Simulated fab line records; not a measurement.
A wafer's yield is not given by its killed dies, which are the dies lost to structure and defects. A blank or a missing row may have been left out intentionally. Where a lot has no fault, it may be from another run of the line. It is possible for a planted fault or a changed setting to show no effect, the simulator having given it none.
A struck lot beside a sound one | flow rit cmos | 15 out of 202 route steps
Sound: these wafers, L804.3, L804.5, L804.6. Wafers L818.1, L818.4, L818.5 were the ones struck. The cause is named last.
For every step that has rows: the tool of each side, followed by ch and its chambers, followed by its first start. Under that, the readings that differ: sound wafers | struck wafers | difference of the means | sigmas: that difference in standard deviations of wafers without a fault.
alike: readings with means less than 2 such deviations apart, plus words and numbers identical on both sides. not compared: withheld readings, readings lacking a value on some wafer, bounds such as >300 that could conceal the same value, and numbers that have no deviation in the record and whose values overlap.
Wherever a step has rows on one side only, a row that says differs or no value, or a row with sigmas, the two part there. Non-overlapping numbers with no deviation appear without sigmas and do not part them. A reading missing from all wafers of one side parts the sides only when that side holds two or more wafers.

first, 2 steps without rows for these wafers: RIT_PLDD_HARDBAKE_07 (time 60 s); RIT_PLDD_IMPLANT_08.
RIT_PLDD_STRIP_09: strips in O2, time 180 s.
  sound on plasma asher-03 ch 0,1, day 2 23:31; struck on plasma asher-03 ch 0,1, day 6 03:17
  alike: chamber pressure mTorr, drypump motor current A
  not compared: rf hours counter h
RIT_PLDD_TW_MEAS_10:
  struck on film metro-01, day 6 03:28; sound on film metro-01, day 2 23:39
  alike: PLDD_TW
then, 4 steps without rows for these wafers: RIT_SPACER_CLEAN_00 (cleans in SC1, time 600 s); RIT_SPACER_CLEAN_01 (cleans in dHF, time 30 s); RIT_SPACER_CLEAN_02 (cleans in SC2, time 600 s); RIT_SPACER_CVD_03 (deposits Si3N4 from SiH2Cl2/NH3, target thk 250 nm, time 3300 s).
RIT_SPACER_THK_MEAS_04:
  struck on film metro-04, day 6 05:48; sound on film metro-02, day 3 02:02
  alike: SPACER_NITRIDE_THK
RIT_SPACER_ETCHBACK_05: etches Si3N4 in SF6/CHF3, stops on SiO2, target depth 250 nm, time 240 s.
  sound on rie diel-01 ch 1,2,3, day 3 02:04; struck on rie diel-01 ch 0,3, day 6 05:52
  alike: chamber pressure mTorr, drypump motor current A, oes product au, rf fwd power W, throttle valve pct
  not compared: rf hours counter h
then, 2 steps without rows for these wafers: RIT_NSD_HMDS_00 (prime time 60 s); RIT_NSD_COAT_01 (resist thk 1000 nm).
RIT_NSD_SOFTBAKE_02: time 60 s.
  sound on litho track-01 ch 0, day 3 02:34; struck on litho track-02 ch 0, day 6 06:19
  reading          | sound             | struck            | difference | sigmas
  run length s (s) | 89.38 89.19 89.13 | 91.45 91.39 91.36 | +2.17      | +15
  alike: exhaust pa
then, 1 step without rows for these wafers: RIT_NSD_EXPOSE_03 (exposes mask M9, target cd 40700 nm).
RIT_M1_PROBE_99:
  struck on prober-01, day 6 17:06; sound on prober-01, day 3 13:34
  alike: killed at contacts, killed at front end, killed dies, killed open, killed short

WHERE THEY PART
RIT_NSD_SOFTBAKE_02 only, going by this record. Later steps at which nothing parts them and some readings are alike: RIT_M1_PROBE_99.

WHY: whatever the simulator had introduced
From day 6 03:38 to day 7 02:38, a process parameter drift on litho track-02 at RIT_NSD_SOFTBAKE_02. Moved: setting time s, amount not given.
